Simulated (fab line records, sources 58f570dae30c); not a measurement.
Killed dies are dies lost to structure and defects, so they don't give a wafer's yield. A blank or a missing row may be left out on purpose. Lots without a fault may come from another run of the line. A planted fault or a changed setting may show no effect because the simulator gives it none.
A sampling plan put to the test | flow berkeley_cmos170 | one fab line, 33 faults that these records tell of, each judged on the records of the lots that it struck
The plan is the line's own looks: the steps of the route at which a gauge or an inspection reads the wafer and doesn't change it. A look can be judged if struck wafers have a number there and the file gives its usual mean and standard deviation on fault-free wafers. Caught: at a look after the fault's first step, the mean of the struck wafers lies 4 or more of those standard deviations (sigma) from the usual mean. On the tool: the same test on the tool's own readings at the fault's steps. Another recipe on the struck wafers, or a record that is blank for them alone, also counts as caught.

THE FAULTS, as the simulator had put them in
1. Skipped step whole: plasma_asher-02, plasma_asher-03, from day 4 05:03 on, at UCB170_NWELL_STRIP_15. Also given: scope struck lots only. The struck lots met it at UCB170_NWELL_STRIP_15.
2. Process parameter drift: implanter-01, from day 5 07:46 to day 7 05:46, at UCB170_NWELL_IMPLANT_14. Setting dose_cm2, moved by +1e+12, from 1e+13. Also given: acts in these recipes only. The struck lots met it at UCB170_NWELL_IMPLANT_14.
3. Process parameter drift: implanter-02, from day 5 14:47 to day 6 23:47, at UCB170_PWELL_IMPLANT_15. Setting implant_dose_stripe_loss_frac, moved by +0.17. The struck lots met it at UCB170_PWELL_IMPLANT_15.
4. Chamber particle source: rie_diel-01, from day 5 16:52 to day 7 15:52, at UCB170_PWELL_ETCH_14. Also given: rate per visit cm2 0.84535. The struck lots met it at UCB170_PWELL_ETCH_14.
5. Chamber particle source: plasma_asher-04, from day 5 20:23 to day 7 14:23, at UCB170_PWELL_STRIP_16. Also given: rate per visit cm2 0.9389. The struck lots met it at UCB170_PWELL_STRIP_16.
6. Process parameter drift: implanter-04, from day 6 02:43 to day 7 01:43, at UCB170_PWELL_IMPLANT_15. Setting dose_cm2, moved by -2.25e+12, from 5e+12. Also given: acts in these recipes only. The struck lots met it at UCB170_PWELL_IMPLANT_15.
7. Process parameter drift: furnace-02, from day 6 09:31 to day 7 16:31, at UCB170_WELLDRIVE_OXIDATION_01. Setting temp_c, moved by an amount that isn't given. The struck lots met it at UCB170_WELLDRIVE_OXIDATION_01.
8. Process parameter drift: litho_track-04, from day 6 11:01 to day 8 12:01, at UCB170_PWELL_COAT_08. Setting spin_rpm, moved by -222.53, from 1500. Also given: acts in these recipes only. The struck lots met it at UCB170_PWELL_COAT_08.
9. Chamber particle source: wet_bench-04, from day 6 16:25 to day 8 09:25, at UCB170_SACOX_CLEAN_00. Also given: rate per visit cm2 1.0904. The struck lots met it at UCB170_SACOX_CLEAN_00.
10. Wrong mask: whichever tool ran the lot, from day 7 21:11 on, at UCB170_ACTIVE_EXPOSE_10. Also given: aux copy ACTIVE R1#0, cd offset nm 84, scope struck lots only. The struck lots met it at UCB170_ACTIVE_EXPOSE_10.
11. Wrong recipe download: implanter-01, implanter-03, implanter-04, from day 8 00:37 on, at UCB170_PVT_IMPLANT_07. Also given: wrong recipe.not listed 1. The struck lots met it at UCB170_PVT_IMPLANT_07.
12. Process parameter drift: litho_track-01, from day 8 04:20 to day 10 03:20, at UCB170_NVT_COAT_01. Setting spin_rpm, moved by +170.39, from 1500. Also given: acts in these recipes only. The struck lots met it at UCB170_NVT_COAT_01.
13. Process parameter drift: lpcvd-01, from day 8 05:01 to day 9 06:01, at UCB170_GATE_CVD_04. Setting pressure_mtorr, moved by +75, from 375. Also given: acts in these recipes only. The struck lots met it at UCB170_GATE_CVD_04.
14. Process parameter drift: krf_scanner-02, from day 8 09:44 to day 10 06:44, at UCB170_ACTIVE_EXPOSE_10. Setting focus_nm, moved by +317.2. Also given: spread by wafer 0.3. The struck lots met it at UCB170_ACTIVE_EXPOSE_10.
15. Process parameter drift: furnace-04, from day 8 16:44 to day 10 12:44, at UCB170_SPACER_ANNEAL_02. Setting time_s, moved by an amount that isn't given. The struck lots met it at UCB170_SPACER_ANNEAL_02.
16. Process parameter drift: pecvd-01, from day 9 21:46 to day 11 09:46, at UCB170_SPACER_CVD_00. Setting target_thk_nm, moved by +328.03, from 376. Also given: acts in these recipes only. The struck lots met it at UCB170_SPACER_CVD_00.
17. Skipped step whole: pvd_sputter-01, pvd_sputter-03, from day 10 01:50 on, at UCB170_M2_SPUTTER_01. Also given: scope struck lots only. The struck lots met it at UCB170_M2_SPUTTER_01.
18. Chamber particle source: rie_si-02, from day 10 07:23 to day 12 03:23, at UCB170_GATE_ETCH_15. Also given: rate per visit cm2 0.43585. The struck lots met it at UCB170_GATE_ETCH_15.
19. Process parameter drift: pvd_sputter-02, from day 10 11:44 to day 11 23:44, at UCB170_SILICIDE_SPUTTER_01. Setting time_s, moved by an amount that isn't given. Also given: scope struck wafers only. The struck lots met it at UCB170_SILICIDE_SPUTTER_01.
20. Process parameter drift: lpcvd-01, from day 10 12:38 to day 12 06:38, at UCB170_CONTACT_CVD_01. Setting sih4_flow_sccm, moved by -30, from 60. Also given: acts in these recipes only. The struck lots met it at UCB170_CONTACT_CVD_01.
21. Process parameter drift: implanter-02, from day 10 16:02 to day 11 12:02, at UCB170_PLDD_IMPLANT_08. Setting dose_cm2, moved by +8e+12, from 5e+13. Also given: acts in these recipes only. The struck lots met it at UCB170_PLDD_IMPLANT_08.
22. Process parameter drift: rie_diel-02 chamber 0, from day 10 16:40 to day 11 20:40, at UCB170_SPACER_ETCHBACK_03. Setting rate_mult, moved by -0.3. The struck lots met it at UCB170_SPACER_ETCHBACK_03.
23. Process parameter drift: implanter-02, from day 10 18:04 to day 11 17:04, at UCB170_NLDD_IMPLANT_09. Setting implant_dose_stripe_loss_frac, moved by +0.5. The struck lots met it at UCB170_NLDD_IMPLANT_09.
24. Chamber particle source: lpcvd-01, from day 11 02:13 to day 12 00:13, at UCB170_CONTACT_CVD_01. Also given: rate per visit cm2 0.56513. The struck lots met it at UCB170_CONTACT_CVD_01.
25. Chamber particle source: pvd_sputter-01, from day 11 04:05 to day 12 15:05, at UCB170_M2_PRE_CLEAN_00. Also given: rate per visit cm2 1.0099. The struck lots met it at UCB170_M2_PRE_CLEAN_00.
26. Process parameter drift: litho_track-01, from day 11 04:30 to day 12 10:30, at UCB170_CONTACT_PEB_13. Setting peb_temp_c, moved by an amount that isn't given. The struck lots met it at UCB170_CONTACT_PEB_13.
27. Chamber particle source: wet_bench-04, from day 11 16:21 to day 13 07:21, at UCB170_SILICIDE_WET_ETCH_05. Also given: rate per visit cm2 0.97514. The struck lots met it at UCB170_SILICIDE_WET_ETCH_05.
28. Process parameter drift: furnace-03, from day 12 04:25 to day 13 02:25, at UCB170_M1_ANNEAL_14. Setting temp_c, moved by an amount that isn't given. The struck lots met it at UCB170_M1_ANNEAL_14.
29. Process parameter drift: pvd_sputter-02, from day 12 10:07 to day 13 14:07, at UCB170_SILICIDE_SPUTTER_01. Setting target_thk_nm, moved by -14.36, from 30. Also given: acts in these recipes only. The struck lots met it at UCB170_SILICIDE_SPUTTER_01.
30. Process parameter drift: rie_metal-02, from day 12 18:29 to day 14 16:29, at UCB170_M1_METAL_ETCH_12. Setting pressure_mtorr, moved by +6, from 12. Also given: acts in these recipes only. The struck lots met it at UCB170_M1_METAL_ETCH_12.
31. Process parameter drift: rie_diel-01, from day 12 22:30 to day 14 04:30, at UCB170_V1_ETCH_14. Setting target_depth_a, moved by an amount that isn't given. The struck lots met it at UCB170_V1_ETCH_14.
32. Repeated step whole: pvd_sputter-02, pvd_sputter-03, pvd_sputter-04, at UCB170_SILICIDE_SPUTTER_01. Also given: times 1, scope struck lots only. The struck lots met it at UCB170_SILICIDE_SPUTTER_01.
33. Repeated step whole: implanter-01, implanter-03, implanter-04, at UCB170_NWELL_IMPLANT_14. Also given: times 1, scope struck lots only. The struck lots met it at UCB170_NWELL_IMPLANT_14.

WHAT THE PLAN SAW
fault | on the tool itself                               | first look that catches it                      | reading, sigma                                       | median hours from its first step to that look | hours from the fault's start to the first struck lot there | judged looks passed uncaught
1     | no reading that can be judged                    | not the one look that can be judged after it    | -                                                    | -                                             | -                                                          | 1
2     | dose_ions_cm2 +99 or beyond sigma                | none of the 3 looks that can be judged after it | strongest: NWELL_TW at UCB170_NWELL_TW_MEAS_16, +2.9 | -                                             | -                                                          | 3
3     | under 2 sigma                                    | none of the 7 looks that can be judged after it | -                                                    | -                                             | -                                                          | 7
4     | under 2 sigma                                    | no look after it can be judged                  | -                                                    | -                                             | -                                                          | 0
5     | under 2 sigma                                    | none of the 2 looks that can be judged after it | -                                                    | -                                             | -                                                          | 2
6     | dose_ions_cm2 -99 or beyond sigma                | UCB170_PWELL_TW_MEAS_17                         | PWELL_TW -21                                         | 0.2                                           | 4                                                          | 0
7     | tube_center_temp_C -99 or beyond sigma           | UCB170_WELLDRIVE_THK_MEAS_02                    | WELLDRIVE_OXIDE_THK -8.8                             | 3.5                                           | 7                                                          | 0
8     | spin_speed_rpm -99 or beyond sigma               | no look after it can be judged                  | -                                                    | -                                             | -                                                          | 0
9     | no reading that can be judged                    | no look after it can be judged                  | -                                                    | -                                             | -                                                          | 0
10    | no reading that can be judged                    | UCB170_ACTIVE_CD_MEAS_13                        | cd_nm +77                                            | 0.8                                           | 8                                                          | 0
11    | no reading that can be judged                    | UCB170_PVT_TW_MEAS_09                           | PVT_TW -67                                           | 0.2                                           | 0                                                          | 0
12    | spin_speed_rpm +99 or beyond sigma               | no look after it can be judged                  | -                                                    | -                                             | -                                                          | 0
13    | pressure_mtorr +99 or beyond sigma               | UCB170_GATE_THK_MEAS_05                         | GATE_POLY_THK +12                                    | 1.5                                           | 7                                                          | 0
14    | no reading that can be judged                    | UCB170_ACTIVE_CD_MEAS_13                        | cd_nm -5.9                                           | 1.5                                           | 7                                                          | 0
15    | no reading that can be judged                    | UCB170_SDANNEAL_RS_MEAS_04                      | PLDD_RS -27                                          | 9.9                                           | 16                                                         | 0
16    | under 2 sigma                                    | UCB170_SPACER_THK_MEAS_01                       | SPACER_TEOS_THK +77                                  | 0.0                                           | 6                                                          | 0
17    | the tool's record is blank for the struck wafers | no look after it can be judged                  | -                                                    | -                                             | -                                                          | 0
18    | under 2 sigma                                    | no look after it can be judged                  | -                                                    | -                                             | -                                                          | 0
19    | under 2 sigma                                    | UCB170_SILICIDE_RS_MEAS_02                      | SILICIDE_TI_RS +27                                   | 0.0                                           | 8                                                          | 0
20    | sih4_flow_sccm -99 or beyond sigma               | UCB170_CONTACT_THK_MEAS_02                      | CONTACT_PSG_THK -16                                  | 1.8                                           | 11                                                         | 0
21    | dose_ions_cm2 +99 or beyond sigma                | UCB170_PLDD_TW_MEAS_11                          | PLDD_TW +6.1                                         | 0.4                                           | 13                                                         | 0
22    | oes_product_au -9.5 sigma                        | no look after it can be judged                  | -                                                    | -                                             | -                                                          | 0
23    | under 2 sigma                                    | UCB170_SDANNEAL_RS_MEAS_05                      | NLDD_RS +7.8                                         | 13.2                                          | 12                                                         | 0
24    | no reading that can be judged                    | none of the 2 looks that can be judged after it | -                                                    | -                                             | -                                                          | 2
25    | no reading that can be judged                    | none of the 2 looks that can be judged after it | -                                                    | -                                             | -                                                          | 2
26    | plate_temp_C +76 sigma                           | UCB170_CONTACT_CD_MEAS_15                       | cd_nm +34                                            | 0.3                                           | 2                                                          | 0
27    | no reading that can be judged                    | none of the 2 looks that can be judged after it | -                                                    | -                                             | -                                                          | 2
28    | tube_center_temp_C +99 or beyond sigma           | no look after it can be judged                  | -                                                    | -                                             | -                                                          | 0
29    | under 2 sigma                                    | UCB170_SILICIDE_RS_MEAS_02                      | SILICIDE_TI_RS +94                                   | 0.1                                           | 9                                                          | 0
30    | chamber_pressure_mTorr +99 or beyond sigma       | no look after it can be judged                  | -                                                    | -                                             | -                                                          | 0
31    | under 2 sigma                                    | not the one look that can be judged after it    | -                                                    | -                                             | -                                                          | 1
32    | under 2 sigma                                    | UCB170_SILICIDE_RS_MEAS_02                      | SILICIDE_TI_RS -42                                   | 0.4                                           | -                                                          | 0
33    | no reading that can be judged                    | UCB170_NWELL_TW_MEAS_16                         | NWELL_TW +23                                         | 0.6                                           | -                                                          | 0
A dash: the fault isn't caught, or these records don't give the number.

Caught at a look: 16 of 33. Caught on the tool: 13 of 33. By one or the other: 23 of 33.
Caught on the tool alone: faults 2, 8, 12, 17, 22, 28, 30.
Caught at a look alone: faults 10, 11, 14, 15, 16, 19, 23, 29, 32, 33.
Caught by neither: faults 1, 3, 4, 5, 9, 18, 24, 25, 27, 31.

THINNER SAMPLING
If the look that catches a fault measured only every second or every third lot, by lot number, the first struck lot would be measured this late in the worst case:
fault | struck lots at that look, in order of time | every lot | every second lot | every third lot
6     | L842, L844                                 | 4 h       | may miss all 2   | may miss all 2
7     | L406, L407                                 | 7 h       | 7 h              | may miss all 2
10    | L385                                       | 8 h       | may miss it      | may miss it
11    | L371, L372, L374, L375                     | 0 h       | 0 h              | may miss all 4
13    | L746, L745, L744                           | 7 h       | 7 h              | 7 h
14    | L297, L298                                 | 7 h       | 8 h              | may miss all 2
15    | L605, L604, L606                           | 16 h      | 17 h             | 17 h
16    | L256, L255                                 | 6 h       | 8 h              | may miss all 2
19    | L553                                       | 8 h       | may miss it      | may miss it
20    | L673, L674                                 | 11 h      | 11 h             | may miss all 2
21    | L362, L364                                 | 13 h      | may miss all 2   | may miss all 2
23    | L329, L333                                 | 12 h      | may miss all 2   | may miss all 2
26    | L902, L905                                 | 2 h       | 6 h              | may miss all 2
29    | L842, L843                                 | 9 h       | 9 h              | may miss all 2
Hours are from the fault's start to the first struck lot that is measured. The limit of 4 sigma was tested on all struck wafers together, so one lot alone may lie under it. Other struck lots may not be in these records.

THE LONGEST TIMED WAY FROM STEP TO LOOK
Fault 23: a median of 13.2 hours passes between UCB170_NLDD_IMPLANT_09 and UCB170_SDANNEAL_RS_MEAS_05. No look between them can be judged.
